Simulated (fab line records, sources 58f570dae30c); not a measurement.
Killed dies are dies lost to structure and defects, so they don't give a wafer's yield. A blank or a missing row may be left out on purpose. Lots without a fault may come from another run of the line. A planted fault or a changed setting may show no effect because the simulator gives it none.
One fault seen from 2 desks | flow berkeley_cmos170 | each desk has only its own numbers; what lay behind them comes last

THE METROLOGY DESK
What the gauges read, lot by lot, whatever tool the lot ran on: means of the sampled wafers that have a number. A lot is out of limits, marked OUT, if its mean lies more than 4 standard deviations from the usual mean; the brackets give that distance.
Columns: A = cd_nm at UCB170_V2_CD_MEAS_12, usual 700.1 nm; B = cd_nm at UCB170_M3_CD_MEAS_90, usual 699.7 nm
lot  | first seen here | A     | B
L434 | day 7 23:12     | 700.8 | 699.6
L435 | day 8 09:08     | 701.8 | 697.5
L438 | day 9 01:34     | 700.7 | 698.3
L439 | day 9 18:58     | 699.3 | 700.8
L440 | day 9 19:58     | 697.6 | 701.7
L442 | day 9 19:58     | 700.9 | 699.1
L443 | day 9 20:29     | 698.4 | 702.2
L445 | day 10 14:27    | 701.1 | 704.2
L447 | day 10 14:33    | 699.2 | 699.3
L446 | day 10 19:16    | 700.8 | 700.6
L451 | day 11 06:46    | 700.6 | 701.8
L456 | day 12 01:36    | 699.9 | 696.9
L453 | day 12 02:46    | 703.4 | 701.9
L455 | day 12 03:35    | 698.5 | 697.8
This desk's finding: nothing out of limits on any of the 14 lots.

THE TOOL OWNER'S DESK: plasma_asher-03
The tool's own readings at UCB170_M3_STRIP_19 (strips in O2): means of the sampled wafers that have a number, for each lot that ran on this tool. A lot is out of limits, marked OUT, if its mean lies more than 4 standard deviations from the usual mean; the brackets give that distance.
Columns: A = drypump_motor_current_A at UCB170_M3_STRIP_19, usual 6.04 A; B = oes_product_au at UCB170_M3_STRIP_19, usual 0.548 a.u.
lot  | first seen here | A    | B
L434 | day 8 02:13     | 6.24 | 0.545
L438 | day 9 04:32     | 6.12 | 0.543
L439 | day 10 00:41    | 6.11 | 0.556
L447 | day 10 19:19    | 6.04 | 0.549
L446 | day 10 22:35    | 6.04 | 0.541
L451 | day 11 10:31    | 6.12 | 0.562
L455 | day 12 08:08    | 6.11 | 0.538
This desk's finding: nothing out of limits on any of the 7 lots.

PUT TOGETHER
The metrology desk saw nothing out of limits.
The tool owner's desk saw nothing out of limits.

WHAT THE SIMULATOR HAD PUT IN
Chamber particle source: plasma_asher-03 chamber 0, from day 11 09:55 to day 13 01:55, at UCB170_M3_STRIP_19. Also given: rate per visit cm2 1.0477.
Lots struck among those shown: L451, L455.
